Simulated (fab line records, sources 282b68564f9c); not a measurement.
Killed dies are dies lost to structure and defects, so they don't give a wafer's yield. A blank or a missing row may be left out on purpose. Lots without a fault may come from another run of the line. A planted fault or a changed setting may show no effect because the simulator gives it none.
One fault seen from 2 desks | flow rit_cmos | each desk has only its own numbers; what lay behind them comes last

THE TOOL OWNER'S DESK: implanter-02
The tool's own readings at RIT_NWELL_IMPLANT_08: means of the sampled wafers that have a number, for each lot that ran on this tool. A lot is out of limits, marked OUT, if its mean lies more than 4 standard deviations from the usual mean; the brackets give that distance.
Columns: A = dose_ions_cm2 at RIT_NWELL_IMPLANT_08, usual 4.999e+13; B = faraday_current_uA at RIT_NWELL_IMPLANT_08, usual 158; C = tilt_deg at RIT_NWELL_IMPLANT_08, usual 7.004 degrees
lot  | first seen here | A                           | B             | C
L695 | day 2 08:19     | 5.001e+13                   | 158           | 6.990
L696 | day 2 13:52     | 4.992e+13                   | 156           | 7.021
L698 | day 2 22:47     | 5.004e+13                   | 163           | 7.015
L702 | day 3 23:07     | 4.998e+13                   | 160           | 6.974
L708 | day 5 01:02     | 7.995e+13 (+99 or more) OUT | 258 (+32) OUT | 7.003
L709 | day 5 06:23     | 7.997e+13 (+99 or more) OUT | 256 (+32) OUT | 7.014
This desk's finding: out of limits on L708, L709; first on L708, day 5 01:02 (dose_ions_cm2 at RIT_NWELL_IMPLANT_08). In limits: L695, L696, L698, L702.

THE METROLOGY DESK
What the gauges read, lot by lot, whatever tool the lot ran on: means of the sampled wafers that have a number. A lot is out of limits, marked OUT, if its mean lies more than 4 standard deviations from the usual mean; the brackets give that distance.
Columns: A = NWELL_TW at RIT_NWELL_TW_MEAS_10, usual 2149; B = NWELL_RS at RIT_WELLDRIVE_RS_MEAS_01, usual 274.9 ohm/sq; C = NRETRO_TW at RIT_NRETRO_TW_MEAS_10, usual 1049; D = NSD_OVL at RIT_NSD_OVL_MEAS_06, usual -1.4 nm
lot  | first seen here | A              | B               | C    | D
L693 | day 1 22:43     | 2129           | 275.5           | 1044 | -1.1
L694 | day 2 02:52     | 2196           | 273.9           | 1048 | -1.1
L695 | day 2 08:38     | 2129           | 275.2           | 1045 | -2.9
L696 | day 2 14:11     | 2137           | 275.7           | 1049 | -0.4
L697 | day 2 18:22     | 2128           | 274.9           | 1045 | -0.4
L698 | day 2 23:07     | 2133           | 275.2           | 1050 | -1.3
L700 | day 3 09:03     | 2122           | 275.5           | 1046 | -3.4
L702 | day 3 23:27     | 2124           | 274.3           | 1051 | -1.5
L708 | day 5 01:20     | 2496 (+14) OUT | 207.5 (-86) OUT | 1054 | -1.5
L709 | day 5 06:43     | 2499 (+15) OUT | 207.2 (-87) OUT | 1052 | 0.4
L711 | day 5 19:01     | 2185           | 275.3           | 1050 | -2.3
L712 | day 5 21:37     | 2189           | 275.3           | 1048 | -1.7
L713 | day 6 02:44     | 2135           | 275.4           | 1056 | -1.3
L715 | day 6 13:11     | 2132           | 274.8           | 1051 | -0.2
This desk's finding: out of limits on L708, L709; first on L708, day 5 01:20 (NWELL_TW at RIT_NWELL_TW_MEAS_10). In limits: L693, L694, L695, L696, L697, L698, L700, L702, L711, L712, L713, L715.

PUT TOGETHER
The tool owner's desk could have raised an alarm at day 5 01:02, on L708, L709.
The metrology desk could have raised an alarm at day 5 01:20, on L708, L709.
Of the lots named, all ran RIT_NWELL_IMPLANT_08 on implanter-02.

WHAT THE SIMULATOR HAD PUT IN
Process parameter drift: implanter-02, from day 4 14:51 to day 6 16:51, at RIT_NWELL_IMPLANT_08. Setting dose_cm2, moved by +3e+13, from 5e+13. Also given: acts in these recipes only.
Lots struck among those shown: L708, L709.
Hours from the fault's start to each desk's first reading out of limits: the tool owner's desk, 10; the metrology desk, 10.
